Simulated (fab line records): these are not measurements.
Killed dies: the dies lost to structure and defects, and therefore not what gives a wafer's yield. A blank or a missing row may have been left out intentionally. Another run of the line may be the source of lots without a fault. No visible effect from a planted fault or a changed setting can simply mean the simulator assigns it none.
2 desks looking at one fault    flow berkeley_cmos170    each desk has only its own numbers; what lay behind them comes last

THE METROLOGY DESK
Lot by lot, what the gauges showed, no matter which tool ran the lot: averages of those sampled wafers that carry a number. The brackets show how far a lot's mean lies from the usual mean; more than 4 standard deviations puts the lot out of limits, marked OUT.
Columns: A = PFIELD_OVL at UCB170_PFIELD_OVL_MEAS_06, usual -1 nm; B = PFIELD_TW at UCB170_PFIELD_TW_MEAS_09, usual 604; C = FIELD_OXIDE_THK at UCB170_FIELD_THK_MEAS_02, usual 561 nm; D = FIELD_OXIDE_LEFT_1_THK at UCB170_FIELD_THK_MEAS_90, usual 444 nm
lot   first seen here  A    B    C    D
L944  day 5 06:44      -1   605  568  450
L950  day 6 12:32      2    612  552  435
L956  day 7 07:37      -11  604  581  464
L955  day 7 11:25      0    598  592  477
L954  day 7 11:59      1    598  581  465
L960  day 8 06:23      -4   605  558  440
L963  day 8 20:07      -3   609  564  447
This desk's finding: nothing out of limits on any of the 7 lots.

THE TOOL OWNER'S DESK: furnace-02
The tool's own readings at UCB170_FIELD_OXIDATION_01 (target thk 558.3 nm, ox time 7200 s): means of the sampled wafers that have a number, for each lot that ran on this tool. The brackets show how far a lot's mean lies from the usual mean; more than 4 standard deviations puts the lot out of limits, marked OUT.
Columns: A = spike_tc_centre_C at UCB170_FIELD_OXIDATION_01, usual 1002.6 C; B = spike_tc_load_C at UCB170_FIELD_OXIDATION_01, usual 1026.4 C; C = spike_tc_source_C at UCB170_FIELD_OXIDATION_01, usual 1023.7 C; D = tube_center_temp_C at UCB170_FIELD_OXIDATION_01, usual 1000 C; E = tube_center_temp_C_max at UCB170_FIELD_OXIDATION_01, usual 1002.6; F = zone_power_load_pct at UCB170_FIELD_OXIDATION_01, usual 37.4 %
lot   first seen here  A                  B                  C                  D               E                 F
L956  day 7 10:43      1012.3 (+6.9) OUT  1036.2 (+7.0) OUT  1032.0 (+7.5) OUT  1008 (+88) OUT  1010.4 (+17) OUT  38.4
L954  day 7 14:58      1011.8 (+6.6) OUT  1036.0 (+6.9) OUT  1032.5 (+8.0) OUT  1008 (+87) OUT  1010.8 (+18) OUT  38.5
L955  day 7 14:58      1011.7 (+6.5) OUT  1034.1 (+5.5) OUT  1032.7 (+8.2) OUT  1008 (+88) OUT  1010.4 (+17) OUT  38.1
This desk finds L954, L955, L956 out of limits, L956 being first, at day 7 10:43 (spike_tc_centre_C at UCB170_FIELD_OXIDATION_01). In limits: none.

BROUGHT TOGETHER
On L954, L955, L956, at day 7 10:43, an alarm was possible from the tool owner's desk.
Nothing out of limits was seen by the metrology desk.
The metrology desk has L954, L955, L956 on record, within its limits.
Of the lots named, all ran UCB170_FIELD_OXIDATION_01 on furnace-02.

WHAT HAD BEEN PUT IN BY THE SIMULATOR
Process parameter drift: furnace-02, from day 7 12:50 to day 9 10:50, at UCB170_FIELD_OXIDATION_01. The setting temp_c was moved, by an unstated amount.
Lots struck among those shown: L954, L955, L956.
